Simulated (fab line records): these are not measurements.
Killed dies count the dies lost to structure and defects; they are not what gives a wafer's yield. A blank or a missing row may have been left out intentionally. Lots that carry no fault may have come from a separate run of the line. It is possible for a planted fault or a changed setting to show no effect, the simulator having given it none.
Struck lot and sound lot, side by side | flow rit cmos | 15 out of 202 route steps
Sound: the wafers L556.2, L556.3, L556.6. Struck: wafers L552.1, L552.2, L552.6. Last of all comes the cause.
At each step with rows: each side's tool, then ch and its chambers, then its first start. Under that, the readings that differ: sound wafers | struck wafers | difference of the means | sigmas: that difference in standard deviations of wafers without a fault.
alike: same words and numbers on both sides, and readings whose means sit less than 2 such deviations apart. not compared: any withheld reading, any reading some wafer has no value for, any bound like >300 that may hide the same value, and any number with overlapping values for which the record gives no deviation.
Wherever a step has rows on one side only, a row that says differs or no value, or a row with sigmas, the two part there. When numbers do not overlap yet have no deviation, they are printed without sigmas and do not part them. Lack of a reading on every wafer of one side parts them only where that side has two or more wafers.

first, 2 steps without rows for these wafers: RIT_PSD_HARDBAKE_07 (time 60 s); RIT_PSD_IMPLANT_08.
RIT_PSD_STRIP_09: strips in O2, time 180 s.
  sound on plasma asher-01 ch 0,1, day 7 04:46; struck on plasma asher-01 ch 0,1, day 6 06:20
  alike: drypump motor current A, o2 flow sccm
  not compared: rf hours counter h
RIT_PSD_TW_MEAS_10:
  sound: film metro-02 at day 7 04:56; struck: film metro-03 at day 6 06:30
  alike: PSD_TW
then, 3 steps without rows for these wafers: RIT_SDANNEAL_CLEAN_00 (cleans in SC1, time 600 s); RIT_SDANNEAL_CLEAN_01 (cleans in dHF, time 30 s); RIT_SDANNEAL_CLEAN_02 (cleans in SC2, time 590 s).
RIT_SDANNEAL_RTA_03: time 5 s.
  sound on rtp anneal-02 ch 0, day 7 05:32; struck on rtp anneal-02 ch 0, day 6 06:56
  alike: wafer_temp_C_max
RIT_SDANNEAL_RS_MEAS_04: the measuring method here is four-point-probe.
  sound: film metro-03 at day 7 05:37; struck: film metro-02 at day 6 06:59
  reading         | sound                | struck               | difference | sigmas
  PSD_RS (ohm/sq) | 115.15 115.54 115.54 | 114.94 114.64 114.89 | -0.59      | -2
RIT_SDANNEAL_RS_MEAS_05: the measuring method here is four-point-probe.
  sound: film metro-03 at day 7 05:44; struck: film metro-02 at day 6 07:07
  alike: NSD_RS
RIT_SDANNEAL_RS_MEAS_06: the measuring method here is four-point-probe.
  sound: film metro-03 at day 7 05:51; struck: film metro-02 at day 6 07:14
  alike: PLDD_RS
RIT_SDANNEAL_RS_MEAS_07: the measuring method here is four-point-probe.
  sound: film metro-03 at day 7 05:58; struck: film metro-02 at day 6 07:21
  alike: NLDD_RS
RIT_SILICIDE_WET_ETCH_00: etches SiO2 in BOE, target depth 14 nm, time 15 s.
  sound on wet bench-01 ch 2, day 7 06:04; struck on wet bench-01 ch 2, day 6 07:28
  no value came back on the struck wafers for bath heat duty pct (%), temp c (C); on the sound wafers bath heat duty pct (%) reads 1.3 1.8 2.2
  reading                                     | sound           | struck          | difference | sigmas
  model.SiO2_of_FOX2_OXIDATION_00.thk nm (nm) | 141.2 143.5 140 | 176 178.9 177.2 | +36        |
RIT_SILICIDE_SPUTTER_01: material Ti, target thk 30 nm, time 240 s.
  sound: pvd sputter-03 at day 7 06:05; struck: pvd sputter-04 at day 6 07:29
  alike: throttle valve pct
RIT_M1_PROBE_99:
  only the struck wafers here have rows in the record (prober-01, day 6 14:38); the sound ones have none

== WHERE THEY PART ==
Earliest at RIT_SDANNEAL_RS_MEAS_04; latest, in this record, at RIT_M1_PROBE_99.

WHY: what the simulator had put in
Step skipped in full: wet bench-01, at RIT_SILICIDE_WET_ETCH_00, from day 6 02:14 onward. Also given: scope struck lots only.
